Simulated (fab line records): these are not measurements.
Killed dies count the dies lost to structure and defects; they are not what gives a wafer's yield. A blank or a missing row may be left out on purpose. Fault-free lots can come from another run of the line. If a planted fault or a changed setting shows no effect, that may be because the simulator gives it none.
Which of the tools did it? || flow berkeley_cmos170 || 13 lots, 38 wafers sampled, at 5 steps of a route of 331

WHAT THE GAUGES READ, wafer by wafer
UCB170_NLDD_TW_MEAS_11.
{"lot": "L119", "measured": "day 6 22:45", "on": "film_metro-01", "NLDD_TW": "2203 2196 2190"}
{"lot": "L118", "measured": "day 7 10:55", "on": "film_metro-04", "NLDD_TW": "2249 2262 2273"}
{"lot": "L122", "measured": "day 8 00:13", "on": "film_metro-03", "NLDD_TW": "2218 2236"}
{"lot": "L125", "measured": "day 8 16:23", "on": "film_metro-03", "NLDD_TW": "2215 2222 2228"}
{"lot": "L129", "measured": "day 9 02:22", "on": "film_metro-04", "NLDD_TW": "2253 2251 2252"}
{"lot": "L127", "measured": "day 9 02:47", "on": "film_metro-01", "NLDD_TW": "2192 2189 2187"}
{"lot": "L128", "measured": "day 9 02:55", "on": "film_metro-04", "NLDD_TW": "2253 2256 2261"}
{"lot": "L130", "measured": "day 9 15:17", "on": "film_metro-01", "NLDD_TW": "2184 2176 2172"}
{"lot": "L131", "measured": "day 9 15:59", "on": "film_metro-01", "NLDD_TW": "2188 2176 2178"}
{"lot": "L132", "measured": "day 9 16:53", "on": "film_metro-01", "NLDD_TW": "2188 2176 2181"}
{"lot": "L135", "measured": "day 10 12:33", "on": "film_metro-03", "NLDD_TW": "2225 2222 2232"}
{"lot": "L138", "measured": "day 11 01:46", "on": "film_metro-03", "NLDD_TW": "2226 2234 2224"}
{"lot": "L139", "measured": "day 11 04:50", "on": "film_metro-01", "NLDD_TW": "2189 2195 2185"}

UCB170_NSD_CD_MEAS_06 targets a cd of 1200 nm.
{"lot": "L119", "measured": "day 7 06:50", "on": "cd_sem-02", "cd_nm (nm)": "1197.3 1199.1 1198.3"}
{"lot": "L118", "measured": "day 7 20:02", "on": "cd_sem-01", "cd_nm (nm)": "1203.3 1202.1 1200.7"}
{"lot": "L122", "measured": "day 8 08:52", "on": "cd_sem-02", "cd_nm (nm)": "1202.6 1201.4"}
{"lot": "L125", "measured": "day 9 02:46", "on": "cd_sem-02", "cd_nm (nm)": "1198.9 1198.2 1199.5"}
{"lot": "L129", "measured": "day 9 15:44", "on": "cd_sem-02", "cd_nm (nm)": "1200.8 1199.7 1200.9"}
{"lot": "L127", "measured": "day 9 15:59", "on": "cd_sem-02", "cd_nm (nm)": "1199.3 1200.2 1200.6"}
{"lot": "L128", "measured": "day 9 15:49", "on": "cd_sem-02", "cd_nm (nm)": "1199.0 1198.7 1199.3"}
{"lot": "L130", "measured": "day 10 03:50", "on": "cd_sem-01", "cd_nm (nm)": "1197.7 1197.1 1197.9"}
{"lot": "L131", "measured": "day 10 04:19", "on": "cd_sem-01", "cd_nm (nm)": "1200.7 1201.3 1200.4"}
{"lot": "L132", "measured": "day 10 04:40", "on": "cd_sem-01", "cd_nm (nm)": "1200.4 1200.6 1200.6"}
{"lot": "L135", "measured": "day 10 23:45", "on": "cd_sem-02", "cd_nm (nm)": "1202.8 1201.8 1203.2"}
{"lot": "L138", "measured": "day 11 10:29", "on": "cd_sem-02", "cd_nm (nm)": "1202.3 1202.2 1202.5"}
{"lot": "L139", "measured": "day 11 14:07", "on": "cd_sem-01", "cd_nm (nm)": "1198.6 1200.4 1199.8"}

UCB170_V1_CD_MEAS_90 targets a cd of 700 nm.
{"lot": "L119", "measured": "day 7 23:29", "on": "cd_sem-02", "cd_nm (nm)": "701.3 703.4 701.7"}
{"lot": "L118", "measured": "day 8 11:30", "on": "cd_sem-01", "cd_nm (nm)": "702.4 703.1 701.8"}
{"lot": "L122", "measured": "day 9 07:41", "on": "cd_sem-01", "cd_nm (nm)": "701.1 712.3 701.6 712.2"}
{"lot": "L125", "measured": "day 9 22:19", "on": "cd_sem-02", "cd_nm (nm)": "697.8 699.3 699.2"}
{"lot": "L129", "measured": "day 10 11:52", "on": "cd_sem-01", "cd_nm (nm)": "697.4 696.8 698.6"}
{"lot": "L127", "measured": "day 10 12:07", "on": "cd_sem-02", "cd_nm (nm)": "698.1 699.8 699.4"}
{"lot": "L128", "measured": "day 10 11:33", "on": "cd_sem-02", "cd_nm (nm)": "701.0 701.7 701.5"}
{"lot": "L130", "measured": "day 11 00:26", "on": "cd_sem-01", "cd_nm (nm)": "700.6 699.9 701.0"}
{"lot": "L131", "measured": "day 11 00:58", "on": "cd_sem-01", "cd_nm (nm)": "701.5 700.5 700.0"}
{"lot": "L132", "measured": "day 11 02:08", "on": "cd_sem-02", "cd_nm (nm)": "699.6 702.1 700.5"}
{"lot": "L135", "measured": "day 12 01:34", "on": "cd_sem-02", "cd_nm (nm)": "701.1 699.3 703.1"}
{"lot": "L138", "measured": "day 12 06:02", "on": "cd_sem-02", "cd_nm (nm)": "701.2 703.0 702.0"}
{"lot": "L139", "measured": "day 12 11:55", "on": "cd_sem-01", "cd_nm (nm)": "699.6 700.5 701.2"}

WHICH TOOL RAN EACH LOT (tool, then ch and the chambers of the sampled wafers, then the start)
{"lot": "L119", "UCB170_V1_ETCH_14": "rie_diel-03 ch 1,2, day 7 23:12", "UCB170_V1_STRIP_15": "plasma_asher-03 ch 0,1, day 7 23:23"}
{"lot": "L118", "UCB170_V1_ETCH_14": "rie_diel-03 ch 0,3, day 8 11:12", "UCB170_V1_STRIP_15": "plasma_asher-01 ch 0,1, day 8 11:23"}
{"lot": "L122", "UCB170_V1_ETCH_14": "rie_diel-03 ch 2,3, day 9 07:23", "UCB170_V1_STRIP_15": "plasma_asher-03 ch 0,1, day 9 07:34"}
{"lot": "L125", "UCB170_V1_ETCH_14": "rie_diel-02 ch 0,2,3, day 9 22:02", "UCB170_V1_STRIP_15": "plasma_asher-02 ch 0,1, day 9 22:13"}
{"lot": "L129", "UCB170_V1_ETCH_14": "rie_diel-02 ch 0,2,3, day 10 11:33", "UCB170_V1_STRIP_15": "plasma_asher-03 ch 0,1, day 10 11:46"}
{"lot": "L127", "UCB170_V1_ETCH_14": "rie_diel-01 ch 1,2, day 10 11:50", "UCB170_V1_STRIP_15": "plasma_asher-03 ch 0,1, day 10 12:01"}
{"lot": "L128", "UCB170_V1_ETCH_14": "rie_diel-01 ch 0,1,3, day 10 11:16", "UCB170_V1_STRIP_15": "plasma_asher-02 ch 1, day 10 11:27"}
{"lot": "L130", "UCB170_V1_ETCH_14": "rie_diel-01 ch 0,1,2, day 11 00:07", "UCB170_V1_STRIP_15": "plasma_asher-03 ch 0,1, day 11 00:20"}
{"lot": "L131", "UCB170_V1_ETCH_14": "rie_diel-02 ch 1,2, day 11 00:40", "UCB170_V1_STRIP_15": "plasma_asher-03 ch 0,1, day 11 00:51"}
{"lot": "L132", "UCB170_V1_ETCH_14": "rie_diel-01 ch 0,1,3, day 11 01:52", "UCB170_V1_STRIP_15": "plasma_asher-01 ch 0,1, day 11 02:02"}
{"lot": "L135", "UCB170_V1_ETCH_14": "rie_diel-02 ch 1,2,3, day 12 01:20", "UCB170_V1_STRIP_15": "plasma_asher-02 ch 0,1, day 12 01:27"}
{"lot": "L138", "UCB170_V1_ETCH_14": "rie_diel-02 ch 1,2,3, day 12 05:43", "UCB170_V1_STRIP_15": "plasma_asher-02 ch 0,1, day 12 05:56"}
{"lot": "L139", "UCB170_V1_ETCH_14": "rie_diel-01 ch 0,1,3, day 12 11:38", "UCB170_V1_STRIP_15": "plasma_asher-01 ch 0,1, day 12 11:49"}
- UCB170_V1_ETCH_14: etches SiO2 in CHF3/CF4/Ar, stops on Al, target depth 1250 nm, time 291 s.
- UCB170_V1_STRIP_15: strips in O2.

WHAT THE TOOLS THEMSELVES READ (means of the sampled wafers that have a number; where no wafer has one, the mark that the record gives instead)
UCB170_V1_ETCH_14.
{"lot": "L119", "tool": "rie_diel-03", "drypump_motor_current_A (A)": 6.2, "oes_product_au (a.u.)": 0.850, "rf_fwd_power_W (W)": 699.5, "throttle_valve_pct (%)": 6.81}
{"lot": "L118", "tool": "rie_diel-03", "drypump_motor_current_A (A)": 5.4, "oes_product_au (a.u.)": 0.865, "rf_fwd_power_W (W)": 698.8, "throttle_valve_pct (%)": 7.02}
{"lot": "L122", "tool": "rie_diel-03", "drypump_motor_current_A (A)": 5.8, "oes_product_au (a.u.)": 0.859, "rf_fwd_power_W (W)": 946.1, "throttle_valve_pct (%)": 6.92}
{"lot": "L125", "tool": "rie_diel-02", "drypump_motor_current_A (A)": 5.8, "oes_product_au (a.u.)": 0.865, "rf_fwd_power_W (W)": 699.9, "throttle_valve_pct (%)": 6.89}
{"lot": "L129", "tool": "rie_diel-02", "drypump_motor_current_A (A)": 5.8, "oes_product_au (a.u.)": 0.863, "rf_fwd_power_W (W)": 699.0, "throttle_valve_pct (%)": 6.89}
{"lot": "L127", "tool": "rie_diel-01", "drypump_motor_current_A (A)": 5.2, "oes_product_au (a.u.)": 0.874, "rf_fwd_power_W (W)": 697.8, "throttle_valve_pct (%)": 7.00}
{"lot": "L128", "tool": "rie_diel-01", "drypump_motor_current_A (A)": 5.2, "oes_product_au (a.u.)": 0.862, "rf_fwd_power_W (W)": 698.3, "throttle_valve_pct (%)": 6.93}
{"lot": "L130", "tool": "rie_diel-01", "drypump_motor_current_A (A)": 5.4, "oes_product_au (a.u.)": 0.875, "rf_fwd_power_W (W)": 700.3, "throttle_valve_pct (%)": 6.96}
{"lot": "L131", "tool": "rie_diel-02", "drypump_motor_current_A (A)": 5.6, "oes_product_au (a.u.)": 0.847, "rf_fwd_power_W (W)": 698.5, "throttle_valve_pct (%)": 6.82}
{"lot": "L132", "tool": "rie_diel-01", "drypump_motor_current_A (A)": 5.2, "oes_product_au (a.u.)": 0.865, "rf_fwd_power_W (W)": 698.8, "throttle_valve_pct (%)": 6.92}
{"lot": "L135", "tool": "rie_diel-02", "drypump_motor_current_A (A)": 5.5, "oes_product_au (a.u.)": 0.854, "rf_fwd_power_W (W)": 701.0, "throttle_valve_pct (%)": 6.89}
{"lot": "L138", "tool": "rie_diel-02", "drypump_motor_current_A (A)": 5.5, "oes_product_au (a.u.)": 0.859, "rf_fwd_power_W (W)": 698.6, "throttle_valve_pct (%)": 6.89}
{"lot": "L139", "tool": "rie_diel-01", "drypump_motor_current_A (A)": 5.2, "oes_product_au (a.u.)": 0.866, "rf_fwd_power_W (W)": 700.0, "throttle_valve_pct (%)": 6.92}

UCB170_V1_STRIP_15.
{"lot": "L119", "tool": "plasma_asher-03", "drypump_motor_current_A (A)": 5.65, "oes_product_au (a.u.)": 0.723, "strip_time_to_endpoint_s (s)": 15.23}
{"lot": "L118", "tool": "plasma_asher-01", "drypump_motor_current_A (A)": 5.46, "oes_product_au (a.u.)": 0.721, "strip_time_to_endpoint_s (s)": 15.31}
{"lot": "L122", "tool": "plasma_asher-03", "drypump_motor_current_A (A)": 5.63, "oes_product_au (a.u.)": 0.725, "strip_time_to_endpoint_s (s)": 14.27}
{"lot": "L125", "tool": "plasma_asher-02", "drypump_motor_current_A (A)": 5.48, "oes_product_au (a.u.)": 0.719, "strip_time_to_endpoint_s (s)": 15.30}
{"lot": "L129", "tool": "plasma_asher-03", "drypump_motor_current_A (A)": 5.60, "oes_product_au (a.u.)": 0.723, "strip_time_to_endpoint_s (s)": 15.24}
{"lot": "L127", "tool": "plasma_asher-03", "drypump_motor_current_A (A)": 5.59, "oes_product_au (a.u.)": 0.723, "strip_time_to_endpoint_s (s)": 15.23}
{"lot": "L128", "tool": "plasma_asher-02", "drypump_motor_current_A (A)": 5.41, "oes_product_au (a.u.)": 0.723, "strip_time_to_endpoint_s (s)": 15.27}
{"lot": "L130", "tool": "plasma_asher-03", "drypump_motor_current_A (A)": 5.66, "oes_product_au (a.u.)": 0.724, "strip_time_to_endpoint_s (s)": 15.25}
{"lot": "L131", "tool": "plasma_asher-03", "drypump_motor_current_A (A)": 5.60, "oes_product_au (a.u.)": 0.721, "strip_time_to_endpoint_s (s)": 15.39}
{"lot": "L132", "tool": "plasma_asher-01", "drypump_motor_current_A (A)": 5.48, "oes_product_au (a.u.)": 0.720, "strip_time_to_endpoint_s (s)": 15.32}
{"lot": "L135", "tool": "plasma_asher-02", "drypump_motor_current_A (A)": 5.47, "oes_product_au (a.u.)": 0.724, "strip_time_to_endpoint_s (s)": 15.28}
{"lot": "L138", "tool": "plasma_asher-02", "drypump_motor_current_A (A)": 5.44, "oes_product_au (a.u.)": 0.717, "strip_time_to_endpoint_s (s)": 15.27}
{"lot": "L139", "tool": "plasma_asher-01", "drypump_motor_current_A (A)": 5.70, "oes_product_au (a.u.)": 0.721, "strip_time_to_endpoint_s (s)": 15.39}

THE ANSWER, worked out from the rows above alone
Rule: usual is defined by the lots themselves. Put in order of their means at a reading, lots are off if they are a third of the lots or fewer, leave a main group of 4 or more, and stand apart from it by a gap of 3 or more times the standard deviation of the main group's means; of several such gaps the widest counts. The tables above print the reading to a certain number of digits; a main group whose means all agree to those digits is not used. A lot without any number at a reading at which 4 lots or more have one is off too. All remaining lots with rows at the step are treated as sound. After the gauges, taken in route order, come the tools' own readings; for these a lot's mean is taken, as printed above. At the first step where some lot is off, the reading lying furthest off is the one used; lots without a number count as furthest.
Off: L122, at UCB170_V1_CD_MEAS_90 (cd_nm). For the main group the mean is 700.6 nm and the standard deviation 1.4.
If a tool, at a process step before that reading, ran all the lots that are off and no sound lot after the first of them, it fits. The gauges at UCB170_V1_CD_MEAS_90 aren't tried: what is off there is off at UCB170_V1_ETCH_14 too, on other tools, and a gauge's error can't cause that. One candidate fits, namely rie_diel-03 at UCB170_V1_ETCH_14. A fault onset in the window from L118 (day 8 11:12, its last sound lot) to L122 (day 9 07:23, its first lot off) fits.
On the lots that are off, the tool's own readings at UCB170_V1_ETCH_14 differ by more than 5 times the standard deviation of the sound lots' means, which bears it out; rf_fwd_power_W reads 946.1 W there versus 699.2 W on the sound lots.

WHAT THE SIMULATOR PUT IN
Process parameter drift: rie_diel-03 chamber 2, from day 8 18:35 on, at UCB170_V1_ETCH_14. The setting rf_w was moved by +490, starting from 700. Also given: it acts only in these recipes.
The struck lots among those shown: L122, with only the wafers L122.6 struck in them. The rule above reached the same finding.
